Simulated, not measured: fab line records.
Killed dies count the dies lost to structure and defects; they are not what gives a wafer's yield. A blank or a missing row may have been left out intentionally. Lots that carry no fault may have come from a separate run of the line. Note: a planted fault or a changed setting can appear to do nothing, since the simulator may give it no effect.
Which tool did it? || flow rit-cmos || 42 wafers from 14 lots sampled at 5 of the route's 202 steps

## WHAT THE GAUGES READ, wafer by wafer
RIT_FOX2_THK_MEAS_01. Usual: FOX2_OXIDE_THK 352 nm, standard deviation 6.5.
{"lot": "L190", "measured": "day 2 06:30", "on": "film-metro-02", "FOX2_OXIDE_THK (nm)": "352 345 353", "flag": ""}
{"lot": "L191", "measured": "day 2 17:49", "on": "film-metro-04", "FOX2_OXIDE_THK (nm)": "350 346 349", "flag": ""}
{"lot": "L192", "measured": "day 2 22:01", "on": "film-metro-02", "FOX2_OXIDE_THK (nm)": "353 352 352", "flag": ""}
{"lot": "L193", "measured": "day 3 02:21", "on": "film-metro-02", "FOX2_OXIDE_THK (nm)": "356 355 351", "flag": ""}
{"lot": "L194", "measured": "day 3 02:21", "on": "film-metro-04", "FOX2_OXIDE_THK (nm)": "348 356 354", "flag": ""}
{"lot": "L197", "measured": "day 3 20:13", "on": "film-metro-02", "FOX2_OXIDE_THK (nm)": "351 351 356", "flag": ""}
{"lot": "L198", "measured": "day 3 22:14", "on": "film-metro-02", "FOX2_OXIDE_THK (nm)": "351 357 351", "flag": ""}
{"lot": "L200", "measured": "day 4 09:43", "on": "film-metro-02", "FOX2_OXIDE_THK (nm)": "340 341 338", "flag": ""}
{"lot": "L201", "measured": "day 4 14:47", "on": "film-metro-02", "FOX2_OXIDE_THK (nm)": "361 356 359", "flag": ""}
{"lot": "L206", "measured": "day 5 12:26", "on": "film-metro-04", "FOX2_OXIDE_THK (nm)": "346 348 345", "flag": ""}
{"lot": "L207", "measured": "day 5 19:50", "on": "film-metro-03", "FOX2_OXIDE_THK (nm)": "351 349 360", "flag": ""}
{"lot": "L208", "measured": "day 6 00:36", "on": "film-metro-04", "FOX2_OXIDE_THK (nm)": "357 353 356", "flag": ""}
{"lot": "L209", "measured": "day 6 07:14", "on": "film-metro-02", "FOX2_OXIDE_THK (nm)": "351 356 350", "flag": ""}
{"lot": "L210", "measured": "day 6 12:31", "on": "film-metro-02", "FOX2_OXIDE_THK (nm)": "362 359 367", "flag": ""}

RIT_CONTACT_CD_MEAS_08 targets a cd of 1000 nm. Usual: cd-nm 1000.0 nm, standard deviation 2.2.
{"lot": "L190", "measured": "day 3 16:48", "on": "cd-sem-01", "cd-nm (nm)": "999.5 1000.9 1002.9", "flag": ""}
{"lot": "L191", "measured": "day 4 06:48", "on": "cd-sem-02", "cd-nm (nm)": "997.9 997.6 997.0", "flag": ""}
{"lot": "L192", "measured": "day 4 11:38", "on": "cd-sem-02", "cd-nm (nm)": "996.8 997.9 999.0", "flag": ""}
{"lot": "L193", "measured": "day 4 14:25", "on": "cd-sem-02", "cd-nm (nm)": "1000.5 1001.3 1000.3", "flag": ""}
{"lot": "L194", "measured": "day 4 14:40", "on": "cd-sem-02", "cd-nm (nm)": "1000.4 998.8 996.9", "flag": ""}
{"lot": "L197", "measured": "day 5 08:47", "on": "cd-sem-01", "cd-nm (nm)": "998.5 998.5 996.1", "flag": ""}
{"lot": "L198", "measured": "day 5 09:08", "on": "cd-sem-02", "cd-nm (nm)": "1002.7 1002.4 1002.8", "flag": ""}
{"lot": "L200", "measured": "day 5 23:11", "on": "cd-sem-02", "cd-nm (nm)": "- - -", "flag": "OFF"}
{"lot": "L201", "measured": "day 6 01:17", "on": "cd-sem-02", "cd-nm (nm)": "- - -", "flag": "OFF"}
{"lot": "L206", "measured": "day 7 05:40", "on": "cd-sem-02", "cd-nm (nm)": "996.3 999.8 997.9", "flag": ""}
{"lot": "L207", "measured": "day 7 10:49", "on": "cd-sem-02", "cd-nm (nm)": "1002.0 999.8 1001.7", "flag": ""}
{"lot": "L208", "measured": "day 7 20:51", "on": "cd-sem-01", "cd-nm (nm)": "1000.9 1002.0 999.3", "flag": ""}
{"lot": "L209", "measured": "day 8 03:13", "on": "cd-sem-02", "cd-nm (nm)": "999.7 1001.2 1002.1", "flag": ""}
{"lot": "L210", "measured": "day 8 12:17", "on": "cd-sem-02", "cd-nm (nm)": "1001.7 1000.0 999.5", "flag": ""}

RIT_CONTACT_CD_MEAS_90 targets a cd of 1000 nm. Usual: cd-nm 999.9 nm, standard deviation 2.2.
{"lot": "L190", "measured": "day 3 17:29", "on": "cd-sem-02", "cd-nm (nm)": "998.2 1000.8 1001.8", "flag": ""}
{"lot": "L191", "measured": "day 4 07:29", "on": "cd-sem-01", "cd-nm (nm)": "998.0 997.5 996.9", "flag": ""}
{"lot": "L192", "measured": "day 4 12:25", "on": "cd-sem-01", "cd-nm (nm)": "997.0 997.2 999.6", "flag": ""}
{"lot": "L193", "measured": "day 4 15:05", "on": "cd-sem-02", "cd-nm (nm)": "1000.6 1001.2 1000.9", "flag": ""}
{"lot": "L194", "measured": "day 4 15:20", "on": "cd-sem-01", "cd-nm (nm)": "1000.8 998.3 997.0", "flag": ""}
{"lot": "L197", "measured": "day 5 09:37", "on": "cd-sem-02", "cd-nm (nm)": "998.3 998.5 996.1", "flag": ""}
{"lot": "L198", "measured": "day 5 09:48", "on": "cd-sem-02", "cd-nm (nm)": "1002.2 1002.8 1002.4", "flag": ""}
{"lot": "L200", "measured": "day 6 00:02", "on": "cd-sem-02", "cd-nm (nm)": "- - -", "flag": "OFF"}
{"lot": "L201", "measured": "day 6 01:58", "on": "cd-sem-01", "cd-nm (nm)": "- - -", "flag": "OFF"}
{"lot": "L206", "measured": "day 7 06:21", "on": "cd-sem-01", "cd-nm (nm)": "995.5 999.7 997.2", "flag": ""}
{"lot": "L207", "measured": "day 7 11:30", "on": "cd-sem-01", "cd-nm (nm)": "1001.0 999.1 1001.7", "flag": ""}
{"lot": "L208", "measured": "day 7 21:31", "on": "cd-sem-01", "cd-nm (nm)": "1001.0 1001.8 998.7", "flag": ""}
{"lot": "L209", "measured": "day 8 03:53", "on": "cd-sem-01", "cd-nm (nm)": "999.2 1001.1 1001.4", "flag": ""}
{"lot": "L210", "measured": "day 8 13:01", "on": "cd-sem-01", "cd-nm (nm)": "1001.0 999.4 998.9", "flag": ""}

## WHAT TOOL EACH LOT RAN ON (gives the tool, then ch and the chambers of the sampled wafers, and finally the start)
{"lot": "L190", "RIT_GATE_STRIP_20": "plasma-asher-03 ch 0,1, day 3 01:14", "RIT_CONTACT_COAT_03": "litho-track-02 ch 0, day 3 15:52"}
{"lot": "L191", "RIT_GATE_STRIP_20": "plasma-asher-04 ch 0,1, day 3 15:11", "RIT_CONTACT_COAT_03": "litho-track-04 ch 0, day 4 05:50"}
{"lot": "L192", "RIT_GATE_STRIP_20": "plasma-asher-02 ch 0,1, day 3 20:37", "RIT_CONTACT_COAT_03": "litho-track-04 ch 0, day 4 10:32"}
{"lot": "L193", "RIT_GATE_STRIP_20": "plasma-asher-04 ch 0,1, day 3 22:08", "RIT_CONTACT_COAT_03": "litho-track-03 ch 0, day 4 13:29"}
{"lot": "L194", "RIT_GATE_STRIP_20": "plasma-asher-02 ch 0,1, day 3 23:41", "RIT_CONTACT_COAT_03": "litho-track-02 ch 0, day 4 13:42"}
{"lot": "L197", "RIT_GATE_STRIP_20": "plasma-asher-04 ch 0,1, day 4 15:15", "RIT_CONTACT_COAT_03": "litho-track-03 ch 0, day 5 07:58"}
{"lot": "L198", "RIT_GATE_STRIP_20": "plasma-asher-04 ch 0,1, day 4 18:15", "RIT_CONTACT_COAT_03": "litho-track-04 ch 0, day 5 08:12"}
{"lot": "L200", "RIT_GATE_STRIP_20": "plasma-asher-02 ch 0,1, day 5 07:02", "RIT_CONTACT_COAT_03": "litho-track-02, day 5 22:22"}
{"lot": "L201", "RIT_GATE_STRIP_20": "plasma-asher-04 ch 0,1, day 5 10:04", "RIT_CONTACT_COAT_03": "litho-track-03, day 6 00:28"}
{"lot": "L206", "RIT_GATE_STRIP_20": "plasma-asher-03 ch 0,1, day 6 13:35", "RIT_CONTACT_COAT_03": "litho-track-04 ch 0, day 7 04:51"}
{"lot": "L207", "RIT_GATE_STRIP_20": "plasma-asher-03 ch 0,1, day 6 17:38", "RIT_CONTACT_COAT_03": "litho-track-04 ch 0, day 7 09:53"}
{"lot": "L208", "RIT_GATE_STRIP_20": "plasma-asher-03 ch 0,1, day 7 04:04", "RIT_CONTACT_COAT_03": "litho-track-02 ch 0, day 7 20:02"}
{"lot": "L209", "RIT_GATE_STRIP_20": "plasma-asher-02 ch 0,1, day 7 09:10", "RIT_CONTACT_COAT_03": "litho-track-02 ch 0, day 8 02:16"}
{"lot": "L210", "RIT_GATE_STRIP_20": "plasma-asher-03 ch 0,1, day 7 16:32", "RIT_CONTACT_COAT_03": "litho-track-03 ch 0, day 8 11:15"}
- RIT_GATE_STRIP_20: strips in O2, time 180 s.
- RIT_CONTACT_COAT_03: resist thk 1000 nm.

## WHAT THE TOOLS THEMSELVES READ (means of the sampled wafers that have a number; where no wafer has one, the mark that the record gives instead)
RIT_GATE_STRIP_20. Usual: drypump-motor-current-A 5.8 A, standard deviation 0.35.
{"lot": "L190", "tool": "plasma-asher-03", "drypump-motor-current-A (A)": 5.7, "flag": ""}
{"lot": "L191", "tool": "plasma-asher-04", "drypump-motor-current-A (A)": 5.5, "flag": ""}
{"lot": "L192", "tool": "plasma-asher-02", "drypump-motor-current-A (A)": 6.1, "flag": ""}
{"lot": "L193", "tool": "plasma-asher-04", "drypump-motor-current-A (A)": 5.5, "flag": ""}
{"lot": "L194", "tool": "plasma-asher-02", "drypump-motor-current-A (A)": 6.2, "flag": ""}
{"lot": "L197", "tool": "plasma-asher-04", "drypump-motor-current-A (A)": 5.5, "flag": ""}
{"lot": "L198", "tool": "plasma-asher-04", "drypump-motor-current-A (A)": 5.5, "flag": ""}
{"lot": "L200", "tool": "plasma-asher-02", "drypump-motor-current-A (A)": 6.1, "flag": ""}
{"lot": "L201", "tool": "plasma-asher-04", "drypump-motor-current-A (A)": 5.4, "flag": ""}
{"lot": "L206", "tool": "plasma-asher-03", "drypump-motor-current-A (A)": 5.7, "flag": ""}
{"lot": "L207", "tool": "plasma-asher-03", "drypump-motor-current-A (A)": 5.7, "flag": ""}
{"lot": "L208", "tool": "plasma-asher-03", "drypump-motor-current-A (A)": 5.7, "flag": ""}
{"lot": "L209", "tool": "plasma-asher-02", "drypump-motor-current-A (A)": 6.2, "flag": ""}
{"lot": "L210", "tool": "plasma-asher-03", "drypump-motor-current-A (A)": 5.7, "flag": ""}

RIT_CONTACT_COAT_03. Usual: chill-plate-temp-C 22.99 C, standard deviation 0.11; dispense-pressure-kPa 44.0 kPa, standard deviation 2.1; resist-line-temp-C 23.01 C, standard deviation 0.12.
{"lot": "L190", "tool": "litho-track-02", "chill-plate-temp-C (C)": 23.01, "dispense-pressure-kPa (kPa)": 47.2, "resist-line-temp-C (C)": 22.97, "flag": ""}
{"lot": "L191", "tool": "litho-track-04", "chill-plate-temp-C (C)": 23.11, "dispense-pressure-kPa (kPa)": 42.1, "resist-line-temp-C (C)": 23.04, "flag": ""}
{"lot": "L192", "tool": "litho-track-04", "chill-plate-temp-C (C)": 22.87, "dispense-pressure-kPa (kPa)": 42.1, "resist-line-temp-C (C)": 22.94, "flag": ""}
{"lot": "L193", "tool": "litho-track-03", "chill-plate-temp-C (C)": 22.89, "dispense-pressure-kPa (kPa)": 44.0, "resist-line-temp-C (C)": 22.91, "flag": ""}
{"lot": "L194", "tool": "litho-track-02", "chill-plate-temp-C (C)": 22.87, "dispense-pressure-kPa (kPa)": 47.3, "resist-line-temp-C (C)": 23.05, "flag": ""}
{"lot": "L197", "tool": "litho-track-03", "chill-plate-temp-C (C)": 23.02, "dispense-pressure-kPa (kPa)": 44.0, "resist-line-temp-C (C)": 23.00, "flag": ""}
{"lot": "L198", "tool": "litho-track-04", "chill-plate-temp-C (C)": 22.90, "dispense-pressure-kPa (kPa)": 42.1, "resist-line-temp-C (C)": 22.91, "flag": ""}
{"lot": "L200", "tool": "litho-track-02", "chill-plate-temp-C (C)": "-", "dispense-pressure-kPa (kPa)": "-", "resist-line-temp-C (C)": "-", "flag": "OFF"}
{"lot": "L201", "tool": "litho-track-03", "chill-plate-temp-C (C)": "-", "dispense-pressure-kPa (kPa)": "-", "resist-line-temp-C (C)": "-", "flag": "OFF"}
{"lot": "L206", "tool": "litho-track-04", "chill-plate-temp-C (C)": 23.01, "dispense-pressure-kPa (kPa)": 42.2, "resist-line-temp-C (C)": 23.08, "flag": ""}
{"lot": "L207", "tool": "litho-track-04", "chill-plate-temp-C (C)": 23.02, "dispense-pressure-kPa (kPa)": 42.1, "resist-line-temp-C (C)": 22.91, "flag": ""}
{"lot": "L208", "tool": "litho-track-02", "chill-plate-temp-C (C)": 23.02, "dispense-pressure-kPa (kPa)": 47.2, "resist-line-temp-C (C)": 23.25, "flag": ""}
{"lot": "L209", "tool": "litho-track-02", "chill-plate-temp-C (C)": 22.94, "dispense-pressure-kPa (kPa)": 47.2, "resist-line-temp-C (C)": 22.98, "flag": ""}
{"lot": "L210", "tool": "litho-track-03", "chill-plate-temp-C (C)": 22.97, "dispense-pressure-kPa (kPa)": 43.9, "resist-line-temp-C (C)": 23.16, "flag": ""}

## THE ANSWER, worked out from the rows above alone
Rule: take the mean of a lot's wafers that have a number; if it is more than 3 standard deviations from the usual mean, the lot is off. A lot without any number at a reading at which 4 lots or more have one is off too. Any other lot the step has rows for is counted as sound. After the gauges, taken in route order, come the tools' own readings; for these a lot's mean is taken, as printed above. The first step at which some lot is off is used, and at that step the reading that is off furthest; a lot without a number counts as furthest.
Off, at RIT_CONTACT_CD_MEAS_08 on cd-nm: L200, L201. Without a number there: L200, L201.
If a tool, at a process step before that reading, ran all the lots that are off and no sound lot after the first of them, it fits. Not tried: the gauges at RIT_CONTACT_CD_MEAS_08; whatever is off there is also off at RIT_CONTACT_COAT_03, on other tools, and gauge error can't account for it. None of those tried fits.

## WHAT HAD BEEN PUT IN BY THE SIMULATOR
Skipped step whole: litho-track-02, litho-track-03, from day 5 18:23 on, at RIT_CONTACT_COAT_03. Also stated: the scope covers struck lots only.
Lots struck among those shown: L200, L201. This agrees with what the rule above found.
